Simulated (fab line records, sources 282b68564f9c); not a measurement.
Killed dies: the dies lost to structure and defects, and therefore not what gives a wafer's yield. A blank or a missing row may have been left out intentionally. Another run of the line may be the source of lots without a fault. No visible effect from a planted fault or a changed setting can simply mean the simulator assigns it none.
Split-lot study :: flow rit cmos :: 23 wafers read across 5 lots, on a route 202 steps long

## THE SPLIT ITSELF
At RIT_NWELL_IMPLANT_08, the setting dose cm2 was moved away from the recipe's 5e+13 on 8 of the 23 wafers read, by -4.1% to +6.8%. For the rest of the wafers, this setting stayed at what the recipe calls for.

## FROM THE SPLIT TO THE READING: what the file shows between them, 8 steps
- RIT_NWELL_STRIP_09: strips in O2, time 180 s
- RIT_NWELL_TW_MEAS_10
- RIT_PWELL_SOFTBAKE_02: time 60 s (also split here: temp c)
- RIT_PWELL_EXPOSE_03: exposes mask M3, target cd 43700 nm
- RIT_PWELL_PEB_04
- RIT_PWELL_DEVELOP_05: develop time 68 s
- RIT_PWELL_STRIP_09: strips in O2, time 180 s (also split here: o2 flow sccm)
- RIT_WELLDRIVE_ANNEAL_00: time 14700 s

## THE READING
NWELL_RS, in ohm/sq, at RIT_WELLDRIVE_RS_MEAS_01 (measures by four-point-probe). On this fab line, fault-free wafers typically give 275.5 ohm/sq with a standard deviation of 0.66 ohm/sq.

wafer: L076.1
tool, chamber at the split: implanter-01, 0
dose cm2 as run: 5e+13
against the recipe: recipe
NWELL_RS, ohm/sq: 275.3
against lot-mates on the recipe: -

wafer: L076.3
tool, chamber at the split: implanter-01, 0
dose cm2 as run: 5e+13
against the recipe: recipe
NWELL_RS, ohm/sq: 274.9
against lot-mates on the recipe: -

wafer: L076.4
tool, chamber at the split: implanter-01, 0
dose cm2 as run: 5e+13
against the recipe: recipe
NWELL_RS, ohm/sq: 275.2
against lot-mates on the recipe: -

wafer: L077.2
tool, chamber at the split: implanter-01, 0
dose cm2 as run: 5.178e+13
against the recipe: +3.6%
NWELL_RS, ohm/sq: 270.2
against lot-mates on the recipe: -5.2

wafer: L077.3
tool, chamber at the split: implanter-01, 0
dose cm2 as run: 5e+13
against the recipe: recipe
NWELL_RS, ohm/sq: 275.2
against lot-mates on the recipe: -

wafer: L077.4
tool, chamber at the split: implanter-01, 0
dose cm2 as run: 5e+13
against the recipe: recipe
NWELL_RS, ohm/sq: 275.8
against lot-mates on the recipe: -

wafer: L077.5
tool, chamber at the split: implanter-01, 0
dose cm2 as run: 5.178e+13
against the recipe: +3.6%
NWELL_RS, ohm/sq: 270.0
against lot-mates on the recipe: -5.4

wafer: L077.6
tool, chamber at the split: implanter-01, 0
dose cm2 as run: 5e+13
against the recipe: recipe
NWELL_RS, ohm/sq: 275.2
against lot-mates on the recipe: -

wafer: L078.2
tool, chamber at the split: implanter-03, 0
dose cm2 as run: 5e+13
against the recipe: recipe
NWELL_RS, ohm/sq: 275.6
against lot-mates on the recipe: -

wafer: L078.3
tool, chamber at the split: implanter-03, 0
dose cm2 as run: 5.28e+13
against the recipe: +5.6%
NWELL_RS, ohm/sq: 266.3
against lot-mates on the recipe: -9.1

wafer: L078.4
tool, chamber at the split: implanter-03, 0
dose cm2 as run: 5e+13
against the recipe: recipe
NWELL_RS, ohm/sq: 275.0
against lot-mates on the recipe: -

wafer: L078.5
tool, chamber at the split: implanter-03, 0
dose cm2 as run: 5.28e+13
against the recipe: +5.6%
NWELL_RS, ohm/sq: 265.6
against lot-mates on the recipe: -9.8

wafer: L078.6
tool, chamber at the split: implanter-03, 0
dose cm2 as run: 5e+13
against the recipe: recipe
NWELL_RS, ohm/sq: 275.7
against lot-mates on the recipe: -

wafer: L079.1
tool, chamber at the split: implanter-01, 0
dose cm2 as run: 5e+13
against the recipe: recipe
NWELL_RS, ohm/sq: 274.6
against lot-mates on the recipe: -

wafer: L079.3
tool, chamber at the split: implanter-01, 0
dose cm2 as run: 5e+13
against the recipe: recipe
NWELL_RS, ohm/sq: 273.8
against lot-mates on the recipe: -

wafer: L079.4
tool, chamber at the split: implanter-01, 0
dose cm2 as run: 4.794e+13
against the recipe: -4.1%
NWELL_RS, ohm/sq: 281.7
against lot-mates on the recipe: +7.6

wafer: L079.5
tool, chamber at the split: implanter-01, 0
dose cm2 as run: 4.794e+13
against the recipe: -4.1%
NWELL_RS, ohm/sq: 282.4
against lot-mates on the recipe: +8.3

wafer: L079.6
tool, chamber at the split: implanter-01, 0
dose cm2 as run: 5e+13
against the recipe: recipe
NWELL_RS, ohm/sq: 274.0
against lot-mates on the recipe: -

wafer: L082.1
tool, chamber at the split: implanter-03, 0
dose cm2 as run: 5.339e+13
against the recipe: +6.8%
NWELL_RS, ohm/sq: 263.9
against lot-mates on the recipe: -11.4

wafer: L082.3
tool, chamber at the split: implanter-03, 0
dose cm2 as run: 5e+13
against the recipe: recipe
NWELL_RS, ohm/sq: 275.2
against lot-mates on the recipe: -

wafer: L082.4
tool, chamber at the split: implanter-03, 0
dose cm2 as run: 5e+13
against the recipe: recipe
NWELL_RS, ohm/sq: 274.9
against lot-mates on the recipe: -

wafer: L082.5
tool, chamber at the split: implanter-03, 0
dose cm2 as run: 5.339e+13
against the recipe: +6.8%
NWELL_RS, ohm/sq: 264.6
against lot-mates on the recipe: -10.7

wafer: L082.6
tool, chamber at the split: implanter-03, 0
dose cm2 as run: 5e+13
against the recipe: recipe
NWELL_RS, ohm/sq: 275.9
against lot-mates on the recipe: -

FIT RESULTS
A straight line over all 23 wafers: NWELL_RS changes by -1.61 ohm/sq for each +1% of dose cm2; r = -0.99; the points scatter about the line by 0.58 ohm/sq.
The same after taking each lot's own level away (the mean of its wafers on the recipe; 23 wafers): -1.7 ohm/sq for each +1%; r = -1.00; scatter 0.47 ohm/sq.
On that fit, the largest move of dose cm2 shifts the reading by 12 ohm/sq.
The span of the lots' own levels, 274.13 to 275.43 ohm/sq, comes to 2.0 times the standard deviation stated above.
Hence the lot-to-lot level has little effect on the slope; both slopes agree.
Check: -11.3 ohm/sq against its lot-mates is what the line predicts for one of the wafers moved furthest among these (+6.8%) when that wafer is left out of the fit. Against them it came out at -11.4 ohm/sq.

## THESE WAFERS: OTHER SPLITS
Other splits were also applied to these wafers ahead of the reading. Each is held against what the fit with the lots' levels taken away leaves over:
other split on the same wafers: RIT_ACTIVE_OXIDATION_01 temp c
wafers away from the commonest value: 15
r with NWELL_RS (lot level and that fit taken away): +0.20

other split on the same wafers: RIT_ACTIVE_COAT_06 spin rpm
wafers away from the commonest value: 2
r with NWELL_RS (lot level and that fit taken away): -0.38

other split on the same wafers: RIT_FOX1_OXIDATION_00 ox time s
wafers away from the commonest value: 15
r with NWELL_RS (lot level and that fit taken away): +0.06

other split on the same wafers: RIT_PWELL_SOFTBAKE_02 temp c
wafers away from the commonest value: 7
r with NWELL_RS (lot level and that fit taken away): +0.02

other split on the same wafers: RIT_PWELL_STRIP_09 o2 flow sccm
wafers away from the commonest value: 6
r with NWELL_RS (lot level and that fit taken away): +0.05

## THE WHOLE CHAIN: every reading that the file lists as answering this split, in the file's order
step: RIT_NWELL_TW_MEAS_10
what it does: 
reading: NWELL_TW
change (the file's fit): +6.98 for each +1% of the setting
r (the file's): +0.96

step: RIT_WELLDRIVE_RS_MEAS_01
what it does: measures by four-point-probe
reading: NWELL_RS
change (the file's fit): -1.68 for each +1% of the setting
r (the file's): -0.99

## FILE'S OWN FIT
NWELL_RS changes by -1.68 ohm/sq for each +1% of dose cm2, r = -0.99.
